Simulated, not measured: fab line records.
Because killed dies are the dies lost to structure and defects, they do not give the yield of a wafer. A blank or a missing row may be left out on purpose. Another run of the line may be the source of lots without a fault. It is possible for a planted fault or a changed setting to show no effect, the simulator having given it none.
One fault through the eyes of 2 desks | flow berkeley_cmos170 | what lay behind the numbers comes last; until then each desk has only its own

AT THE TOOL OWNER'S DESK: furnace-01
The tool's own readings at UCB170_NWELL_OXIDATION_01 (target thk 26.4 nm, ox time 1260 s): means of the sampled wafers that have a number, for each lot that ran on this tool. The brackets show how far a lot's mean lies from the usual mean; more than 4 standard deviations puts the lot out of limits, marked OUT.
Columns: A = zone_power_centre_pct at UCB170_NWELL_OXIDATION_01, usual 54 %; B = zone_power_source_pct at UCB170_NWELL_OXIDATION_01, usual 32 %
lot  | first seen here | A  | B
L722 | day 3 06:05     | 47 | 34
L726 | day 4 04:17     | 47 | 34
L727 | day 4 10:59     | 46 | 34
L729 | day 4 22:26     | 47 | 35
Result from this desk: across the 4 lots, nothing is out of limits.

AT THE METROLOGY DESK
Lot by lot, what the gauges showed, no matter which tool ran the lot: averages of those sampled wafers that carry a number. The brackets show how far a lot's mean lies from the usual mean; more than 4 standard deviations puts the lot out of limits, marked OUT.
Columns: A = V2_BOW at UCB170_V2_BOW_MEAS_03, usual 37 um; B = V2_OVL at UCB170_V2_OVL_MEAS_13, usual 3 nm
lot  | first seen here | A  | B
L716 | day 8 03:43     | 41 | 8
L717 | day 8 15:36     | 39 | 0
L720 | day 9 18:45     | 35 | 6
L718 | day 9 18:46     | 32 | 5
L722 | day 10 04:20    | 31 | 5
L724 | day 10 16:41    | 42 | -3
L726 | day 11 02:41    | 35 | 9
L729 | day 11 03:56    | 42 | 2
L727 | day 11 04:19    | 35 | 1
L728 | day 11 04:40    | 39 | 0
L734 | day 12 12:07    | 40 | 7
L733 | day 12 13:25    | 37 | 0
L735 | day 13 01:23    | 36 | 10
L737 | day 13 15:41    | 36 | 3
L738 | day 13 16:43    | 45 | -2
Result from this desk: across the 15 lots, nothing is out of limits.

ALL TOGETHER
Nothing out of limits was seen by the tool owner's desk.
From the metrology desk's view, nothing was out of limits.

WHAT THE SIMULATOR HAD PUT IN
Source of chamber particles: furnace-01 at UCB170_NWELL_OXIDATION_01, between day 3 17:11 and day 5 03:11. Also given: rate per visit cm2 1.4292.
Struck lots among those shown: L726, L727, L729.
